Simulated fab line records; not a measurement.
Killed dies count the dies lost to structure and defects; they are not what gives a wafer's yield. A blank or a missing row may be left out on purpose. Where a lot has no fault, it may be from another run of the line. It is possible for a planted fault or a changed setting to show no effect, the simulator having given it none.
fab line records	flow berkeley-cmos170	part 1 of 2: steps 1 to 28 of 36
[record] lots = 5	wafers = 15	last-day = 12
route steps=331 shown V1@260 M2@271 V2@292
lots that met no fault: taken from a fault-free run of the same line
start-h: hours from the record's opening day to when the first of the lot's shown wafers began	wait-h: hours since the lot's step before	" as in the row above	L1.1+2: one row covering several wafers at once	- no value present, or no start provided	* or withheld: withheld	< > ~ a bound
route shown NAME@n: NAME is a module with steps in the file, n the number in the route of the first one	usual: mean/standard deviation of fault-free wafers	same: alike in all rows	chamber/n: place in a boat	sites: the reading at each site	_std_site: standard deviation across them	_edge_site: inner sites' mean taken away from outer sites' mean	radius-mm: for every site, how far away it sits from the centre of the wafer	mask NAME#n: copy n	behind: the tool/chamber that last shaped the wafer	hold: the reason the lot was held/the length of the hold in hours/how it ended	device: transistor that didn't switch, given as n, p or np	end of line: tests of these same wafers at the route's end	for a step that has no rows: nothing shown but its recipe	killed: not the wafer's yield, but the dies lost to structure and defects at the first sort	map: a wafer's dies, x killed, . not, _ none there
set.NAME: the setting the step ran with; set.NAME@STEP: the setting that earlier step ran with	model.NAME: the simulator's own value behind a step, which no gauge read
lots at some steps of the route; a table a step, a row a wafer
services: a tool's chamber out of use, with start hour (start-h, from the record's first day; less than 0 if before it), hours out, and reason
[[steps]]
[step UCB170_V1_HMDS_06]
[recipe] prime-time-s = 60	prime-temp-c = 100
lot.wafer	tool	chamber	start-h	wait-h
L078.2+5+6	litho-track-04	0	177.92	0.5
L083.2+5+6	litho-track-03	0	213.32	0.0
L088.2+4+5	litho-track-02	0	251.06	0.2
L093.1+4+6	litho-track-02	0	265.27	0.0
L095.2+4+5	litho-track-02	0	280.37	0.3
[step UCB170_V1_COAT_07]
[recipe] resist = KrF	spin-rpm = 1500	resist-thk-nm = 900
[usual] spin-speed-rpm = 1500.0/1.1
lot.wafer	tool	chamber	start-h	wait-h	spin-speed-rpm
L078.2	litho-track-04	0	178.07	0.1	1499.7
L078.5	"	0	"	"	1499.3
L078.6	"	0	"	"	1498.2
L083.2	litho-track-03	0	213.47	0.1	1499.4
L083.5	"	0	"	"	1499.1
L083.6	"	0	"	"	1499.9
L088.2	litho-track-02	0	251.21	0.1	1500.6
L088.4	"	0	"	"	1498.7
L088.5	"	0	"	"	1499.6
L093.1	litho-track-02	0	265.42	0.1	1500.2
L093.4	"	0	"	"	1499.3
L093.6	"	0	"	"	1500.3
L095.2	litho-track-02	0	280.52	0.1	1500.6
L095.4	"	0	"	"	1498.8
L095.5	"	0	"	"	1502.0
[step UCB170_V1_SOFTBAKE_08]
[recipe] resist = KrF	temp-c = 130	time-s = 60
lot.wafer	tool	chamber	start-h	wait-h
L078.2+5+6	litho-track-04	0	178.22	0.1
L083.2+5+6	litho-track-03	0	213.62	0.1
L088.2+4+5	litho-track-02	0	251.36	0.1
L093.1+4+6	litho-track-02	0	265.57	0.1
L095.2+4+5	litho-track-02	0	280.67	0.1
[step UCB170_V1_EXPOSE_09]
[recipe] mask-id = VIA1	target-cd-nm = 700	na = 0.5	sigma-outer = 0.6	source-shape = conventional	dose-mj = 37
[usual] focus-offset-nm = 0.0/0.52	stage-vel-mm-s = 499.96/0.28
lot.wafer	tool	chamber	start-h	wait-h	mask	focus-offset-nm	stage-vel-mm-s
L078.2	krf-scanner-01	0	178.37	0.1	VIA1#0	-0.1	499.87
L078.5	"	0	"	"	VIA1#0	0.1	499.99
L078.6	"	0	"	"	VIA1#0	0.9	499.95
L083.2	krf-scanner-02	0	213.89	0.2	VIA1#0	-0.1	499.97
L083.5	"	0	"	"	VIA1#0	0.6	499.78
L083.6	"	0	"	"	VIA1#0	0.1	500.09
L088.2	krf-scanner-02	0	251.50	0.1	VIA1#0	0.0	500.04
L088.4	"	0	"	"	VIA1#0	0.6	500.09
L088.5	"	0	"	"	VIA1#0	0.8	499.85
L093.1	krf-scanner-02	0	265.93	0.3	VIA1#0	-0.8	499.31
L093.4	"	0	"	"	VIA1#0	-1.2	500.04
L093.6	"	0	"	"	VIA1#0	-0.9	500.18
L095.2	krf-scanner-02	0	280.94	0.2	VIA1#0	0.3	500.03
L095.4	"	0	"	"	VIA1#0	-0.1	500.51
L095.5	"	0	"	"	VIA1#0	-0.1	500.49
[step UCB170_V1_PEB_10]
[recipe] peb-temp-c = 130	peb-time-s = withheld	resist = KrF
[usual] plate-sensor-t-centre-C = 131.41/0.01	plate-sensor-t-edge-C = 131.53/0.0095
lot.wafer	tool	chamber	start-h	wait-h	plate-sensor-t-centre-C	plate-sensor-t-edge-C
L078.2	litho-track-04	0	178.49	0.1	131.42	131.52
L078.5	"	0	"	"	131.4	131.54
L078.6	"	0	"	"	131.39	131.54
L083.2	litho-track-02	0	214.01	0.1	131.43	131.53
L083.5	"	0	"	"	131.42	131.53
L083.6	"	0	"	"	131.41	131.51
L088.2	litho-track-03	0	251.85	0.3	131.39	131.53
L088.4	"	0	"	"	131.41	131.53
L088.5	"	0	"	"	131.41	131.53
L093.1	litho-track-02	0	266.17	0.2	131.41	131.52
L093.4	"	0	"	"	131.43	131.52
L093.6	"	0	"	"	131.4	131.54
L095.2	litho-track-02	0	281.32	0.4	131.4	131.54
L095.4	"	0	"	"	131.42	131.54
L095.5	"	0	"	"	131.39	131.51
[step UCB170_V1_DEVELOP_11]
[recipe] developer = TMAH	develop-time-s = 45	resist = KrF	dev-temp-c = 21
[same] develop-time-s = 45
lot.wafer	tool	chamber	start-h	wait-h
L078.2+5+6	litho-track-04	0	-	-
L083.2+5+6	litho-track-02	0	-	-
L088.2+4+5	litho-track-03	0	-	-
L093.1+4+6	litho-track-02	0	-	-
L095.2+4+5	litho-track-02	0	-	-
[step UCB170_V1_CD_MEAS_12]
[recipe] target-cd-nm = 700
[usual] cd-nm = 699.4/1.6
lot.wafer	tool	chamber	start-h	wait-h	cd-nm
L078.2	cd-sem-02	-	178.76	-	702.5
L078.5	"	-	"	"	701.9
L078.6	"	-	"	"	702.4
L083.2	cd-sem-01	-	214.28	-	699.8
L083.5	"	-	"	"	699.7
L083.6	"	-	"	"	699.2
L088.2	cd-sem-01	-	252.12	-	698.9
L088.4	"	-	"	"	699.0
L088.5	"	-	"	"	700.1
L093.1	cd-sem-01	-	266.45	-	699.5
L093.4	"	-	"	"	699.4
L093.6	"	-	"	"	699.5
L095.2	cd-sem-01	-	281.59	-	700.3
L095.4	"	-	"	"	697.5
L095.5	"	-	"	"	698.0
[step UCB170_V1_OVL_MEAS_13]
[usual] V1_OVL = 5/6.4
lot.wafer	tool	chamber	start-h	wait-h	V1_OVL[nm]
L078.2	overlay-01	-	178.86	0.1	15
L078.5	"	-	"	"	14
L078.6	"	-	"	"	15
L083.2	overlay-02	-	214.39	0.1	0
L083.5	"	-	"	"	-2
L083.6	"	-	"	"	2
L088.2	overlay-01	-	252.23	0.1	-5
L088.4	"	-	"	"	-3
L088.5	"	-	"	"	6
L093.1	overlay-02	-	266.57	0.1	0
L093.4	"	-	"	"	21
L093.6	"	-	"	"	8
L095.2	overlay-01	-	281.69	0.1	4
L095.4	"	-	"	"	4
L095.5	"	-	"	"	6
[step UCB170_V1_ETCH_14]
[recipe] chemistry = CHF3/CF4/Ar	target = SiO2	stop-on = Al	CHF3_flow_sccm = 45	cf4-flow-sccm = 15	Ar_flow_sccm = 150	pressure-mtorr = 200	rf-w = 700	target-depth-a = 12500	over-etch-frac = 0.25	time-s = 291
[usual] CHF3_flow_sccm = 44.99/0.13	cf4-flow-sccm = 15.00/0.047	drypump-motor-current-A = 5.8/0.54	oes-product-au = 0.872/0.013	throttle-valve-pct = 7.03/0.16
lot.wafer	tool	chamber	start-h	wait-h	CHF3_flow_sccm	cf4-flow-sccm	drypump-motor-current-A	oes-product-au	rf-hours-counter-h	throttle-valve-pct
L078.2	rie-diel-01	2	178.89	0.0	44.88	15.02	5.9	0.865	121	7.10
L078.5	"	2	"	"	44.88	15.01	5.9	0.863	-	7.10
L078.6	"	1	"	"	44.89	15.02	5.1	0.878	-	6.89
L083.2	rie-diel-03	2	214.42	0.0	45.02	15.09	5.5	0.895	12	6.74
L083.5	"	2	"	"	44.95	15.04	5.5	0.891	-	6.72
L083.6	"	3	"	"	45.12	15.04	6.6	0.895	-	7.15
L088.2	rie-diel-03	1	252.26	0.0	45.05	14.96	6.4	0.855	14	7.17
L088.4	"	0	"	"	45.15	14.91	5.6	0.878	2	6.93
L088.5	"	0	"	"	45.27	15.02	5.7	0.872	-	6.93
L093.1	rie-diel-01	1	266.60	0.0	45.00	15.06	5.1	0.882	58	6.88
L093.4	"	3	"	"	44.93	15.00	5.8	0.852	17	7.21
L093.6	"	2	"	"	44.98	15.02	5.9	0.858	-	7.11
L095.2	rie-diel-01	2	281.72	0.0	44.76	15.02	5.9	0.860	126	7.11
L095.4	"	1	"	"	44.79	15.05	5.1	0.867	59	6.89
L095.5	"	1	"	"	45.03	15.12	5.1	0.877	-	6.86
[step UCB170_V1_STRIP_15]
[recipe] chemistry = O2	power-w = 400	pressure-mtorr = 3500	platen-temp-c = withheld	o2-flow-sccm = 400	overash-fraction = 0.5
[usual] drypump-motor-current-A = 5.56/0.29	o2-flow-sccm = 400.3/1.2	oes-product-au = 0.721/0.0044	strip-time-to-endpoint-s = 15.33/0.1
lot.wafer	tool	chamber	start-h	wait-h	drypump-motor-current-A	o2-flow-sccm	oes-product-au	rf-hours-counter-h	strip-time-to-endpoint-s
L078.2	plasma-asher-02	1	179.07	0.1	5.42	399.8	0.714	25	15.34
L078.5	"	0	"	"	5.71	399.8	0.717	-	15.19
L078.6	"	1	"	"	5.42	399.0	0.723	-	15.19
L083.2	plasma-asher-02	1	214.60	0.1	5.45	398.5	0.729	29	15.47
L083.5	"	1	"	"	5.42	400.4	0.724	-	15.44
L083.6	"	0	"	"	5.71	398.0	0.715	-	15.51
L088.2	plasma-asher-01	1	252.44	0.1	5.20	398.8	0.722	60	15.41
L088.4	"	0	"	"	5.82	401.1	0.718	-	15.37
L088.5	"	1	"	"	5.20	400.9	0.718	-	15.43
L093.1	plasma-asher-04	0	266.78	0.1	5.22	401.1	0.722	55	15.21
L093.4	"	0	"	"	5.23	399.8	0.719	-	15.30
L093.6	"	0	"	"	5.23	400.9	0.730	-	15.25
L095.2	plasma-asher-01	0	281.90	0.1	5.79	400.7	0.729	63	15.17
L095.4	"	1	"	"	5.21	399.5	0.719	-	15.13
L095.5	"	0	"	"	5.82	401.2	0.719	-	15.20
[step UCB170_V1_CD_MEAS_90]
[recipe] target-cd-nm = 700
[usual] cd-nm = 699.4/1.6
lot.wafer	tool	chamber	start-h	wait-h	cd-nm
L078.2	cd-sem-02	-	179.19	0.1	702.8
L078.5	"	-	"	"	702.2
L078.6	"	-	"	"	702.2
L083.2	cd-sem-01	-	214.72	0.1	699.9
L083.5	"	-	"	"	700.4
L083.6	"	-	"	"	699.9
L088.2	cd-sem-01	-	252.56	0.1	698.4
L088.4	"	-	"	"	699.6
L088.5	"	-	"	"	700.8
L093.1	cd-sem-02	-	266.88	0.1	699.1
L093.4	"	-	"	"	699.3
L093.6	"	-	"	"	699.9
L095.2	cd-sem-01	-	282.02	0.1	701.6
L095.4	"	-	"	"	697.8
L095.5	"	-	"	"	698.8
[step UCB170_M2_PRE_CLEAN_00]
[recipe] gas = Ar	preclean-etch-time-s = 60
lot.wafer	tool	chamber	start-h	wait-h
L078.2+5+6	pvd-sputter-01	-	179.29	0.1
L083.2+5+6	pvd-sputter-04	-	214.82	0.1
L088.2+4+5	pvd-sputter-03	-	252.66	0.1
L093.1+4+6	pvd-sputter-04	-	267.00	0.1
L095.2+4+5	pvd-sputter-04	-	282.12	0.1
[step UCB170_M2_SPUTTER_01]
[recipe] material = Al	target-thk-nm = 900	time-s = 120	power-w = 6000	chamber-pressure-pa = 0.4784
[usual] throttle-valve-pct = 29.6/0.86
lot.wafer	tool	chamber	start-h	wait-h	throttle-valve-pct
L078.2	pvd-sputter-01	-	179.36	0.0	30.5
L078.5	"	-	"	"	29.2
L078.6	"	-	"	"	30.1
L083.2	pvd-sputter-04	-	214.88	0.0	29.2
L083.5	"	-	"	"	29.5
L083.6	"	-	"	"	30.4
L088.2	pvd-sputter-03	-	252.72	0.0	28.6
L088.4	"	-	"	"	29.4
L088.5	"	-	"	"	31.2
L093.1	pvd-sputter-04	-	267.07	0.0	30.3
L093.4	"	-	"	"	28.8
L093.6	"	-	"	"	29.0
L095.2	pvd-sputter-04	-	282.19	0.0	28.9
L095.4	"	-	"	"	29.1
L095.5	"	-	"	"	30.2
[step UCB170_M2_RS_MEAS_02]
[recipe] thk-meas-gauge = four-point-probe	reads = Al_of_M2_SPUTTER_01
[usual] M2_AL_RS = 0.03187/0.00025
lot.wafer	tool	chamber	start-h	wait-h	M2_AL_RS[ohm/sq]
L078.2	film-metro-04	-	179.46	0.1	0.03187
L078.5	"	-	"	"	0.03209
L078.6	"	-	"	"	0.03178
L083.2	film-metro-03	-	214.99	0.1	0.03161
L083.5	"	-	"	"	0.03164
L083.6	"	-	"	"	0.03194
L088.2	film-metro-04	-	252.83	0.1	0.03203
L088.4	"	-	"	"	0.03192
L088.5	"	-	"	"	0.03197
L093.1	film-metro-04	-	267.15	0.0	0.03185
L093.4	"	-	"	"	0.03145
L093.6	"	-	"	"	0.03223
L095.2	film-metro-01	-	282.29	0.1	0.03165
L095.4	"	-	"	"	0.03135
L095.5	"	-	"	"	0.03166
[step UCB170_M2_THK_MEAS_03]
[recipe] thk-meas-gauge = xrf	reads = Al_of_M2_SPUTTER_01
[usual] M2_AL_THK = 913/8
lot.wafer	tool	chamber	start-h	wait-h	M2_AL_THK[nm]
L078.2	film-metro-04	-	179.57	0.1	908
L078.5	"	-	"	"	901
L078.6	"	-	"	"	913
L083.2	film-metro-03	-	215.10	0.1	920
L083.5	"	-	"	"	921
L083.6	"	-	"	"	911
L088.2	film-metro-04	-	252.94	0.1	907
L088.4	"	-	"	"	915
L088.5	"	-	"	"	908
L093.1	film-metro-04	-	267.27	0.1	907
L093.4	"	-	"	"	918
L093.6	"	-	"	"	897
L095.2	film-metro-01	-	282.40	0.1	916
L095.4	"	-	"	"	925
L095.5	"	-	"	"	919
[step UCB170_M2_HMDS_04]
[recipe] prime-time-s = 60	prime-temp-c = 100
lot.wafer	tool	chamber	start-h	wait-h
L078.2+5+6	litho-track-04	0	179.65	0.1
L083.2+5+6	litho-track-01	0	215.17	0.1
L088.2+4+5	litho-track-04	0	253.38	0.4
L093.1+4+6	litho-track-02	0	267.72	0.4
L095.2+4+5	litho-track-02	0	282.52	0.1
[step UCB170_M2_COAT_05]
[recipe] resist = KrF	spin-rpm = 1500	resist-thk-nm = 900
[usual] spin-speed-rpm = 1500.0/1.1
lot.wafer	tool	chamber	start-h	wait-h	spin-speed-rpm
L078.2	litho-track-04	0	179.80	0.1	1500.8
L078.5	"	0	"	"	1500.0
L078.6	"	0	"	"	1500.2
L083.2	litho-track-01	0	215.32	0.1	1499.0
L083.5	"	0	"	"	1501.4
L083.6	"	0	"	"	1499.4
L088.2	litho-track-04	0	253.53	0.1	1500.3
L088.4	"	0	"	"	1500.6
L088.5	"	0	"	"	1500.3
L093.1	litho-track-02	0	267.87	0.1	1500.5
L093.4	"	0	"	"	1498.2
L093.6	"	0	"	"	1500.4
L095.2	litho-track-02	0	282.67	0.1	1499.9
L095.4	"	0	"	"	1499.8
L095.5	"	0	"	"	1500.9
[step UCB170_M2_SOFTBAKE_06]
[recipe] resist = KrF	temp-c = 130	time-s = 60
lot.wafer	tool	chamber	start-h	wait-h
L078.2+5+6	litho-track-04	0	179.95	0.1
L083.2+5+6	litho-track-01	0	215.47	0.1
L088.2+4+5	litho-track-04	0	253.68	0.1
L093.1+4+6	litho-track-02	0	268.02	0.1
L095.2+4+5	litho-track-02	0	282.82	0.1
[step UCB170_M2_STRIP_07]
[recipe] chemistry = O2	power-w = 400	pressure-mtorr = 3500	platen-temp-c = withheld	o2-flow-sccm = 400	overash-fraction = 0.5
[usual] drypump-motor-current-A = 5.7/0.41	o2-flow-sccm = 400.0/1.3	oes-product-au = 0.734/0.0046	strip-time-to-endpoint-s = 21.99/0.059
lot.wafer	tool	chamber	start-h	wait-h	drypump-motor-current-A	o2-flow-sccm	oes-product-au	rf-hours-counter-h	strip-time-to-endpoint-s
L078.2	plasma-asher-03	1	180.07	0.1	6.3	400.6	0.733	8	21.99
L078.5	"	1	"	"	6.3	402.7	0.736	-	22.03
L078.6	"	0	"	"	5.9	402.4	0.739	-	22.00
L083.2	plasma-asher-03	0	215.60	0.1	5.9	401.1	0.735	12	21.97
L083.5	"	0	"	"	5.9	400.9	0.733	-	21.97
L083.6	"	1	"	"	6.3	399.9	0.742	-	21.90
L088.2	plasma-asher-03	1	253.81	0.1	6.3	403.6	0.732	17	22.07
L088.4	"	1	"	"	6.3	400.8	0.734	-	21.97
L088.5	"	1	"	"	6.3	403.2	0.733	-	22.01
L093.1	plasma-asher-01	1	268.17	0.1	5.2	399.3	0.739	62	21.97
L093.4	"	0	"	"	5.8	399.2	0.729	-	21.95
L093.6	"	1	"	"	5.2	401.5	0.738	-	21.95
L095.2	plasma-asher-03	0	282.94	0.1	5.9	397.2	0.734	19	21.99
L095.4	"	1	"	"	6.3	399.6	0.742	-	21.98
L095.5	"	1	"	"	6.3	396.3	0.737	-	22.02
[step UCB170_M2_STRIP_08]
[recipe] chemistry = DMSO	temp-c = 80	time-s = 600	material = KrF
lot.wafer	tool	chamber	start-h	wait-h
L078.2+5+6	wet-bench-03	2	181.20	1.1
L083.2+5+6	wet-bench-01	1	215.70	0.1
L088.2+4+5	wet-bench-02	2	253.91	0.1
L093.1+4+6	wet-bench-03	2	268.27	0.1
L095.2+4+5	wet-bench-03	0	283.04	0.1
[step UCB170_M2_COAT_09]
[recipe] resist = BARC	temp-c = withheld	time-s = withheld	spin-rpm = 3000	resist-thk-nm = withheld
[usual] spin-speed-rpm = 2999.9/2
lot.wafer	tool	chamber	start-h	wait-h	spin-speed-rpm
L078.2	litho-track-04	0	181.58	0.2	3001.2
L078.5	"	0	"	"	2999.5
L078.6	"	0	"	"	2997.1
L083.2	litho-track-01	0	215.90	0.0	3003.4
L083.5	"	0	"	"	3001.3
L083.6	"	0	"	"	3000.5
L088.2	litho-track-01	0	254.27	0.2	3001.4
L088.4	"	0	"	"	3000.2
L088.5	"	0	"	"	3000.2
L093.1	litho-track-02	0	269.07	0.6	3001.3
L093.4	"	0	"	"	3002.6
L093.6	"	0	"	"	2996.0
L095.2	litho-track-04	0	283.36	0.1	2998.9
L095.4	"	0	"	"	2998.6
L095.5	"	0	"	"	3001.6
[step UCB170_M2_COAT_10]
[recipe] resist = KrF	spin-rpm = 1500	resist-thk-nm = 900
[usual] spin-speed-rpm = 1499.9/0.97
lot.wafer	tool	chamber	start-h	wait-h	spin-speed-rpm
L078.2	litho-track-04	0	-	-	1501.8
L078.5	"	0	"	"	1500.7
L078.6	"	0	"	"	1499.7
L083.2	litho-track-01	0	-	-	1501.2
L083.5	"	0	"	"	1499.2
L083.6	"	0	"	"	1500.0
L088.2	litho-track-01	0	-	-	1499.3
L088.4	"	0	"	"	1498.2
L088.5	"	0	"	"	1497.9
L093.1	litho-track-02	0	-	-	1499.6
L093.4	"	0	"	"	1500.7
L093.6	"	0	"	"	1500.3
L095.2	litho-track-04	0	-	-	1498.3
L095.4	"	0	"	"	1500.1
L095.5	"	0	"	"	1499.2
[step UCB170_M2_SOFTBAKE_11]
[recipe] resist = KrF	temp-c = 130	time-s = 60
lot.wafer	tool	chamber	start-h	wait-h
L078.2+5+6	litho-track-04	0	-	-
L083.2+5+6	litho-track-01	0	-	-
L088.2+4+5	litho-track-01	0	-	-
L093.1+4+6	litho-track-02	0	-	-
L095.2+4+5	litho-track-04	0	-	-
[step UCB170_M2_EXPOSE_12]
[recipe] mask-id = METAL2	target-cd-nm = 700	na = 0.5	sigma-outer = 0.6	source-shape = conventional	dose-mj = 26
[usual] focus-offset-nm = 0.0/0.47	stage-vel-mm-s = 500.01/0.28
lot.wafer	tool	chamber	start-h	wait-h	mask	focus-offset-nm	stage-vel-mm-s
L078.2	krf-scanner-02	0	182.02	-	METAL2#0	0.1	500.02
L078.5	"	0	"	"	METAL2#0	-0.5	500.17
L078.6	"	0	"	"	METAL2#0	-0.4	500.22
L083.2	krf-scanner-01	0	216.34	-	METAL2#0	0.1	499.84
L083.5	"	0	"	"	METAL2#0	-0.2	500.16
L083.6	"	0	"	"	METAL2#0	0.0	500.09
L088.2	krf-scanner-02	0	254.84	-	METAL2#0	-0.2	500.22
L088.4	"	0	"	"	METAL2#0	0.0	499.95
L088.5	"	0	"	"	METAL2#0	-0.1	500.14
L093.1	krf-scanner-01	0	269.65	-	METAL2#0	0.2	500.17
L093.4	"	0	"	"	METAL2#0	-0.1	499.87
L093.6	"	0	"	"	METAL2#0	-0.2	500.15
L095.2	krf-scanner-02	0	283.93	-	METAL2#0	0.1	500.74
L095.4	"	0	"	"	METAL2#0	0.2	500.18
L095.5	"	0	"	"	METAL2#0	0.2	500.33
[step UCB170_M2_PEB_13]
[recipe] peb-temp-c = 130	peb-time-s = withheld	resist = KrF
lot.wafer	tool	chamber	start-h	wait-h
L078.2+5+6	litho-track-01	0	182.52	0.5
L083.2+5+6	litho-track-02	0	216.46	0.1
L088.2+4+5	litho-track-04	0	254.96	0.1
L093.1+4+6	litho-track-02	0	269.76	0.1
L095.2+4+5	litho-track-04	0	284.05	0.1
[step UCB170_M2_DEVELOP_14]
[recipe] developer = TMAH	develop-time-s = 45	resist = KrF	dev-temp-c = 21
[same] develop-time-s = 45
lot.wafer	tool	chamber	start-h	wait-h
L078.2+5+6	litho-track-01	0	-	-
L083.2+5+6	litho-track-02	0	-	-
L088.2+4+5	litho-track-04	0	-	-
L093.1+4+6	litho-track-02	0	-	-
L095.2+4+5	litho-track-04	0	-	-
[step UCB170_M2_CD_MEAS_15]
[recipe] target-cd-nm = 700
[usual] cd-nm = 700.2/1.3
lot.wafer	tool	chamber	start-h	wait-h	cd-nm
L078.2	cd-sem-02	-	182.79	-	698.3
L078.5	"	-	"	"	697.9
L078.6	"	-	"	"	700.0
L083.2	cd-sem-01	-	216.73	-	699.1
L083.5	"	-	"	"	699.7
L083.6	"	-	"	"	698.9
L088.2	cd-sem-01	-	255.23	-	700.9
L088.4	"	-	"	"	700.0
L088.5	"	-	"	"	701.1
L093.1	cd-sem-01	-	270.04	-	701.6
L093.4	"	-	"	"	701.4
L093.6	"	-	"	"	701.8
L095.2	cd-sem-02	-	284.32	-	700.1
L095.4	"	-	"	"	700.4
L095.5	"	-	"	"	698.2
[step UCB170_M2_OVL_MEAS_16]
[usual] M2_OVL = -1/6.6
lot.wafer	tool	chamber	start-h	wait-h	M2_OVL[nm]
L078.2	overlay-02	-	182.90	0.1	3
L078.5	"	-	"	"	6
L078.6	"	-	"	"	0
L083.2	overlay-02	-	216.84	0.1	11
L083.5	"	-	"	"	10
L083.6	"	-	"	"	-2
L088.2	overlay-02	-	255.34	0.1	-9
L088.4	"	-	"	"	-9
L088.5	"	-	"	"	1
L093.1	overlay-01	-	270.16	0.1	-6
L093.4	"	-	"	"	4
L093.6	"	-	"	"	4
L095.2	overlay-02	-	284.42	0.1	-11
L095.4	"	-	"	"	0
L095.5	"	-	"	"	-4
